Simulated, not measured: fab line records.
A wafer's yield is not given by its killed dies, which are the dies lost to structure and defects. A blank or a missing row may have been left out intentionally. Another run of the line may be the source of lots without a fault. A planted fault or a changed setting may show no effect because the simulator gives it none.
8D (eight disciplines) problem report, filled in by code | flow berkeley cmos170 | the parts of the form that need people (team, actions taken, sign-off) are left out

## 1. THE ISSUE
Across 6 wafers from 2 lots, PLDD_TW at UCB170_PLDD_TW_MEAS_11 averages 963, while fault-free wafers read 1012 with a standard deviation of 6.5. That is -7.5 standard deviations from the usual mean.
Seen first at day 8 10:24 on film metro-01, wafer L157.3. The record has a number at this step for 42 wafers belonging to 14 lots. Rule for "out" (also "out of limits"): further than 4 standard deviations from the usual mean. Any other wafer with a number is counted as sound.

## 2. WHAT IT IS; WHAT IT IS NOT
question                    | is                     | is not
which readings at this step | PLDD_TW                | -
which lots                  | L154, L157             | L148, L149, L150, L153, L155, L156, L162, L164, L165, L168, L169, L170
which wafers of those lots  | all that have a number | -
read on which gauges        | film metro-01          | film metro-02, film metro-04
when                        | from day 8 10:24       | up to then (12 sound wafers); but 24 sound wafers of L153, L156, L162, L164, L165, L168, L169, L170 came after

## 3. WHAT RULES OUT EACH SUSPECT
Counting: any tool at a process step up to the reading is kept as a suspect provided that every lot that is out went through it and no sound lot did after the first of them.
- the gauge at UCB170_PLDD_TW_MEAS_11: ruled out. All the wafers that are out were read on film metro-01, but those of them that UCB170_PLDD_IMPLANT_08 has rows for are out there too, on other tools.
- implanter-02 at UCB170_PLDD_IMPLANT_08: ruled out as a lasting fault. Following L157 (day 8 10:02), the first lot on it that is out, the sound lots L169 were run on it.
Left after counting: nothing in the record.

## 4. THE CAUSE (what the simulator had put in)
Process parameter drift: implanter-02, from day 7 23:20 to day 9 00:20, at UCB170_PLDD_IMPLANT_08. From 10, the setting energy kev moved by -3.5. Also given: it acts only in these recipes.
The count ruled it out by mistake, since the rule takes a fault to strike every lot its tool runs from the start of the fault on, and this one did not do so.

## 5. THE CHAIN OF EFFECTS, in route order
One row per reading whose mean, taken over the struck wafers that have a number, lies over 3 standard deviations from the usual. Only readings for which the record gives a usual standard deviation are gone through. hours: the time from each lot's start at the first step in this table that gives one to its start at this step, as a median over the lots. sigmas: the change in usual standard deviations.
hours | step                       | reading            | usual       | on struck wafers | change  | sigmas
0     | UCB170_PLDD_IMPLANT_08     | beam energy keV    | 9.9997      | 6.4975           | -3.5022 | -99 or more
0     | UCB170_PLDD_IMPLANT_08     | beam on s          | 10.02 s     | 15.94            | +5.92   | +31
0     | UCB170_PLDD_IMPLANT_08     | faraday current uA | 158.1       | 99.4             | -58.7   | -20
0     | UCB170_PLDD_TW_MEAS_11     | PLDD_TW            | 1012        | 963              | -49     | -7.5
25    | UCB170_SDANNEAL_RS_MEAS_04 | PLDD_RS            | 1032 ohm/sq | 1049             | +17     | +5.6
Process steps it contains:
- UCB170_PLDD_IMPLANT_08

## 6. WHAT WOULD HAVE CAUGHT IT SOONER
In this record the first reading out of limits at a measuring or inspecting step was taken at day 8 10:24, 11 hours after the fault began at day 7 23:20.
At UCB170_PLDD_IMPLANT_08, the tool's own readings (beam energy keV, beam on s, faraday current uA) were out on each struck wafer the step has a row for, so an alarm limit on them would have fired on the first such wafer.
